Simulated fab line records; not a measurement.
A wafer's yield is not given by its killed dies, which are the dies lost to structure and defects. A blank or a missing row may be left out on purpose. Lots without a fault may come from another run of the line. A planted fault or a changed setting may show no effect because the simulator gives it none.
Comparing a struck lot with a sound one -- flow ritCmos -- 21 steps out of a route of 202
Sound: these wafers, L473.3, L473.4, L473.6. Wafers L480.3, L480.4, L480.6 were the ones struck. Last of all comes the cause.
For every step that has rows: the tool of each side, followed by ch and its chambers, followed by its first start. Under that, the readings that differ: sound wafers -- struck wafers -- difference of the means -- sigmas: that difference in standard deviations of wafers without a fault.
alike: words and numbers the same on both sides, and readings whose means are apart by under 2 such deviations; not compared: readings that were withheld, readings missing a value for some wafer, numbers with overlapping values and no deviation given by the record, and bounds like >300 which may hide the same value.
The two part at a step that has a row with sigmas, a row that says differs or no value, or rows on one side only. When numbers do not overlap yet have no deviation, they are printed without sigmas and do not part them. A reading that every wafer of one side lacks parts them only if that side has two wafers or more.

first, 3 steps without rows for these wafers: RIT_GATE_CLEAN_02 (cleans in dHF, time 30 s); RIT_GATE_CLEAN_03 (cleans in SC2, time 600 s); RIT_GATE_CLEAN_04 (cleans in dHF, time 60 s).
RIT_FOX2_THK_MEAS_91:
  sound on filmMetro-01, day 2 19:05; struck on filmMetro-04, day 4 05:40
reading,sound,struck,difference,sigmas
FIELD_OXIDE_LEFT_2_THK (nm),246 242 249,256 266 261,+15,+2
then, 2 steps without rows for these wafers: RIT_GATE_OXIDATION_05 (target thk 3 nm, ox time 270 s); RIT_GATE_ANNEAL_06 (time 600 s).
RIT_GATE_THK_MEAS_07:
  sound on filmMetro-02, day 2 20:29; struck on filmMetro-01, day 4 07:02
reading,sound,struck,difference,sigmas
GATE_OXIDE_THK (nm),2.99 2.96 3.01,3.12 3.16 3.14,+0.15,+2
then, 1 step without rows for these wafers: RIT_GATE_CVD_08 (deposits poly-Si from SiH4, target thk 250 nm, time 2220 s).
RIT_GATE_THK_MEAS_09:
  sound on filmMetro-01, day 2 22:09; struck on filmMetro-02, day 4 09:32
  alike: GATE_POLY_THK
then, 3 steps without rows for these wafers: RIT_GATE_HMDS_10 (prime time 60 s); RIT_GATE_COAT_11 (resist thk 850 nm); RIT_GATE_SOFTBAKE_12 (time 60 s).
RIT_GATE_EXPOSE_13: exposes mask M6, target cd 150 nm.
  sound on ilineStepper-02 ch 0, day 2 22:41; struck on ilineStepper-01 ch 0, day 4 10:04
reading,sound,struck,difference,sigmas
mask,M6#0 M6#0 M6#0,M6_R1#0 M6_R1#0 M6_R1#0,differs,
then, 2 steps without rows for these wafers: RIT_GATE_PEB_14; RIT_GATE_DEVELOP_15 (develop time 50 s).
RIT_GATE_CD_MEAS_16: target cd 150 nm.
  sound on cdSem-02, day 2 23:05; struck on cdSem-01, day 4 10:30
reading,sound,struck,difference,sigmas
cdNm (nm),147.0 148.0 148.1,163.7 164.3 164.0,+16.3,+7
RIT_GATE_OVL_MEAS_17:
  sound on overlay-01, day 2 23:11; struck on overlay-02, day 4 10:35
  alike: GATE_OVL
then, 1 step without rows for these wafers: RIT_GATE_HARDBAKE_18 (time 60 s).
RIT_GATE_ETCH_19: etches poly-Si in SF6/CHF3/O2, stops on SiO2, time 165 s, target depth 312.5 nm.
  sound on rieSi-02 ch 0,1,2, day 2 23:21; struck on rieSi-02 ch 1,2, day 4 10:52
reading,sound,struck,difference,sigmas
model.GATE.cdNm (nm),146.6 147.9 147.9,163.8 164 163.9,+16.4,
  alike: drypumpMotorCurrentA, oesProductAu, rfFwdPowerW, throttleValvePct
  not compared: rfHoursCounterH
RIT_GATE_STRIP_20: strips in O2, time 180 s.
  sound on plasmaAsher-01 ch 0,1, day 2 23:31; struck on plasmaAsher-03 ch 0,1, day 4 11:02
  alike: drypumpMotorCurrentA
  not compared: rfHoursCounterH
RIT_M1_PROBE_99:
  sound on prober-02, day 3 20:28; struck on prober-01, day 5 08:13
reading,sound,struck,difference,sigmas
model.etest.pmos_0p3.rOnOhmUm,6125 6224 6182,6748 6952 6909,+693,
model.etest.pmos_0p15.rOnOhmUm,2674 2667 2681,3117 3250 3193,+513,
model.etest.pmosTurned.rOnOhmUm,3368 3352 3378,3763 3933 3891,+496,
model.etest.nmos_0p15.rOnOhmUm,1070 1050 1067,1267 1311 1305,+232,
model.etest.nmos_0p3.rOnOhmUm,2081 2070 2077,2360 2415 2384,+310,
model.etest.nmos_0p15.driveUaUm,501.4 498.5 494.7,391 384.4 387.3,-111,
model.etest.pmos_0p15.driveUaUm,269 265 263.2,218.4 212 215.3,-50.5,
model.etest.npolyLine.lineOhmUm,175.5 172.9 170.7,144.7 144.2 143.8,-28.8,
  alike: killedAtContacts, killedAtFrontEnd, killedDies, killedOpen, killedShort

## WHERE THEY PART
First at RIT_FOX2_THK_MEAS_91; last, within this record, at RIT_GATE_CD_MEAS_16. Later steps at which nothing parts them and some readings are alike: RIT_GATE_OVL_MEAS_17, RIT_GATE_ETCH_19, RIT_GATE_STRIP_20, RIT_M1_PROBE_99.

WHY: what the simulator had put in
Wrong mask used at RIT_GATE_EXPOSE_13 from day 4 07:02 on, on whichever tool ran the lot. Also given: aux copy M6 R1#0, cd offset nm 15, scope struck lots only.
